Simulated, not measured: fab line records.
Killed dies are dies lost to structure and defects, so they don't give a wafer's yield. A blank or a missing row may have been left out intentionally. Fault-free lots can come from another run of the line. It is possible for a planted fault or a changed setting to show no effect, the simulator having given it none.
Problem report in the 8D (eight disciplines) form, filled by code | flow berkeley cmos170 | the parts of the form that need people (team, actions taken, sign-off) are left out

== 1. PROBLEM STATEMENT ==
M1_AL_RS at UCB170_M1_RS_MEAS_01 reads a mean of 0.0535 ohm/sq on 1 wafer of 1 lot; wafers without a fault read 0.0488 ohm/sq with a standard deviation of 0.00087. Measured from the usual mean, that is +5.4 standard deviations.
The step: measures by four-point-probe.
Earliest sighting: wafer L994.6 on film metro-02 at day 8 12:40. Wafers with a number at this step in the record: 39, from 13 lots. By rule, "out" or "out of limits" means more than 4 standard deviations away from the usual mean. All remaining wafers that have a number are taken as sound.

== 2. WHAT IT IS; WHAT IT IS NOT ==
question                    | is               | is not
which readings at this step | M1_AL_RS         | -
which lots                  | L994             | L101, L102, L104, L106, L108, L109, L110, L987, L988, L990, L993, L998
which wafers of those lots  | L994.6           | L994.1, L994.5
read on which gauges        | film metro-02    | film metro-01
when                        | from day 8 12:40 | up to then (11 sound wafers); but 27 sound wafers of L101, L102, L104, L106, L108, L109, L110, L993, L998 came after

== 3. SUSPECTS, AND WHAT RULES EACH OUT ==
Counting: any tool at a process step up to the reading remains a suspect provided it ran every lot that is out. Sound lots after the first of them don't rule it out here, since some wafers of a struck lot are sound.
- the gauge at UCB170_M1_RS_MEAS_01: kept. All the wafers that are out were read on film metro-02, and no step on other tools shows them out.
- pvd sputter-03 at UCB170_M1_SPUTTER_00 (material Al, target thk 600 nm, time 80 s): kept. The lot that is out, L994, ran on it at day 8 12:36; the last sound lot it ran before that was L990, at day 8 02:38.
After counting, pvd sputter-03 at UCB170_M1_SPUTTER_00 and film metro-02 at UCB170_M1_RS_MEAS_01 remain.

== 4. THE CAUSE (what the simulator had put in) ==
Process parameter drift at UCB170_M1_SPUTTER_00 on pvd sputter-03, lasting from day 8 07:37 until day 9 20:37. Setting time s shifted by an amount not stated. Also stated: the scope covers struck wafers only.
Counting left 2 suspects, and this tool is among them.

== 5. THE CHAIN OF EFFECTS, in route order ==
One row per reading whose mean, taken over the struck wafers that have a number, lies over 3 standard deviations from the usual. Scope: only readings with a usual standard deviation given in the record; hours: median across lots of the time from each lot's start at the first step in this table that gives one to its start at this step; sigmas: change in usual standard deviations.
hours | step                    | reading        | usual         | on struck wafers | change  | sigmas
0     | UCB170_M1_RS_MEAS_01    | M1_AL_RS       | 0.0488 ohm/sq | 0.0535           | +0.0047 | +5.4
0     | UCB170_M1_THK_MEAS_02   | M1_AL_THK      | 605 nm        | 557              | -48     | -4.4
1     | UCB170_M1_METAL_ETCH_12 | oes product au | 0.853 a.u.    | 0.817            | -0.036  | -3.6
Process steps it contains:
- UCB170_M1_METAL_ETCH_12: etches Al in Cl2/BCl3, stops on PSG, target depth 780 nm, time 130 s.

== 6. HOW IT WOULD HAVE BEEN CAUGHT EARLIER ==
5 hours passed between the start of the fault at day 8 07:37 and the first reading out of limits at a measuring or inspecting step in this record, taken at day 8 12:40.
Tool readings at UCB170_M1_SPUTTER_00 with a usual standard deviation given in the record: none out on any struck wafer, hence no alarm at a limit of 4 standard deviations on them.
All the lots that are out (1) had begun UCB170_M1_SPUTTER_00 on pvd sputter-03 by day 8 12:40. Holding the tool at that point would not have protected any of them.
